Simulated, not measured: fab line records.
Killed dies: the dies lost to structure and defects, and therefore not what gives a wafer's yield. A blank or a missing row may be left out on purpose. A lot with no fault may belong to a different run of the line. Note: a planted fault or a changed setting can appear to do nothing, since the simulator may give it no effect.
Split-lot study -- flow berkeleyCmos170 -- route with 331 steps; 5 lots, 27 wafers read

## ABOUT THE SPLIT
At UCB170_SPACER_CVD_00 (deposits SiO2 from TEOS/O2, target thk 376 nm, time 47 s), the setting timeS was moved away from the recipe's 47 s on 9 of the 27 wafers read, by -39.7% to +55.1%. This setting was run at the recipe's value on the other wafers.

## FROM THE SPLIT TO THE READING: what the file shows between them, 2 steps
- UCB170_SPACER_THK_MEAS_01
- UCB170_SPACER_ANNEAL_02: time 1800 s

## THE READING
oesProductAu, in a.u., at UCB170_SPACER_ETCHBACK_03 (etches SiO2 in CHF3/CF4/Ar, stops on Si, target depth 376 nm, time 100 s). Typical for fault-free wafers on this fab line: 0.893 a.u., with standard deviation 0.015 a.u.

wafer,"tool, chamber at the split","timeS as run, s",against the recipe,"oesProductAu, a.u.",against lot-mates on the recipe
L075.1,"pecvd-03, 2",47,recipe,0.882,-
L075.2,"pecvd-03, 1",47,recipe,0.895,-
L075.3,"pecvd-03, 0",47,recipe,0.899,-
L075.4,"pecvd-03, 0",47,recipe,0.900,-
L075.5,"pecvd-03, 1",47,recipe,0.891,-
L075.6,"pecvd-03, 2",47,recipe,0.891,-
L078.1,"pecvd-03, 2",72.91,+55.1%,0.996,+0.108
L078.2,"pecvd-03, 0",72.91,+55.1%,1.006,+0.118
L078.3,"pecvd-03, 1",47,recipe,0.876,-
L078.4,"pecvd-03, 2",47,recipe,0.896,-
L078.5,"pecvd-03, 1",72.91,+55.1%,1.012,+0.124
L078.6,"pecvd-03, 0",47,recipe,0.891,-
L079.1,"pecvd-01, 0",28.32,-39.7%,0.631,-0.259
L079.2,"pecvd-01, 1",47,recipe,0.877,-
L079.3,"pecvd-01, 2",28.32,-39.7%,0.644,-0.246
L079.4,"pecvd-01, 0",47,recipe,0.897,-
L079.5,"pecvd-01, 1",28.32,-39.7%,0.647,-0.243
L079.6,"pecvd-01, 2",47,recipe,0.897,-
L081.1,"pecvd-03, 0",47,recipe,0.873,-
L081.4,"pecvd-03, 0",47,recipe,0.915,-
L081.5,"pecvd-03, 2",47,recipe,0.885,-
L083.1,"pecvd-04, 2",47,recipe,0.874,-
L083.2,"pecvd-04, 1",33.88,-27.9%,0.715,-0.166
L083.3,"pecvd-04, 0",47,recipe,0.881,-
L083.4,"pecvd-04, 1",33.88,-27.9%,0.726,-0.155
L083.5,"pecvd-04, 0",47,recipe,0.889,-
L083.6,"pecvd-04, 2",33.88,-27.9%,0.735,-0.146

THE FIT
A straight line over all 27 wafers: oesProductAu changes by +0.00379 a.u. for each +1% of timeS; r = +0.91; the points scatter about the line by 0.043 a.u.
The same after taking each lot's own level away (the mean of its wafers on the recipe; 27 wafers): +0.00378 a.u. for each +1%; r = +0.91; scatter 0.043 a.u.
The reading moves by 0.21 a.u. for the largest change in timeS, on that fit.
The lots' own levels span 0.8813 to 0.8930 a.u., that is 0.8 times the standard deviation above.
Hence the lot-to-lot level has little effect on the slope; both slopes agree.
Check: with one of the wafers moved furthest among these (+55.1%) left out of the fit, the line predicts +0.204 a.u. for it against its lot-mates. It came out at +0.108 a.u. against them.

## OTHER SPLITS ON THESE WAFERS
Before the reading, these wafers also passed through other splits. Each is held against what the fit with the lots' levels taken away leaves over:
other split on the same wafers,wafers away from the commonest value,r with oesProductAu (lot level and that fit taken away)
UCB170_PWELL_ETCH_14 targetDepthA,12,-0.37
UCB170_FIELD_OXIDATION_01 oxTimeS,18,-0.08
UCB170_GATE_OXIDATION_01 oxTimeS,18,-0.04

## THE WHOLE CHAIN: every reading that the file lists as answering this split, in the file's order
step,what it does,reading,change (the file's fit),r (the file's)
UCB170_SPACER_CVD_00,"deposits SiO2 from TEOS/O2, target thk 376 nm, time 47 s","SiO2_of_SPACER_CVD_00.thkNm (the simulator's own value, which no gauge read)",+3.73 nm for each +1% of the setting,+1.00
UCB170_SPACER_THK_MEAS_01,,SPACER_TEOS_THK,+3.72 for each +1% of the setting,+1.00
UCB170_SPACER_ETCHBACK_03,"etches SiO2 in CHF3/CF4/Ar, stops on Si, target depth 376 nm, time 100 s",oesProductAu,+0.00384 a.u. for each +1% of the setting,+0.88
UCB170_SPACER_ETCHBACK_03,"etches SiO2 in CHF3/CF4/Ar, stops on Si, target depth 376 nm, time 100 s","etch.depthNm (the simulator's own value, which no gauge read)","not straight: 227.2 at the lowest setting, 371.6 at the recipe, 430.2 at the highest",not given
UCB170_M3_PROBE_99,,"etest.pldd.rsOhmSq (the simulator's own value, which no gauge read)","not straight: 69.06 at the lowest setting, 1201 at the recipe, 1133 at the highest",not given
UCB170_M3_PROBE_99,,"etest.nldd.rsOhmSq (the simulator's own value, which no gauge read)","not straight: 46.9 at the lowest setting, 806.5 at the recipe, 781.8 at the highest",not given
UCB170_M3_PROBE_99,,"etest.nmos_0p6.rOnOhmUm (the simulator's own value, which no gauge read)",+22.5 for each +1% of the setting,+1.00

## FILE'S OWN FIT
oesProductAu changes by +0.00384 a.u. for each +1% of timeS, r = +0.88.
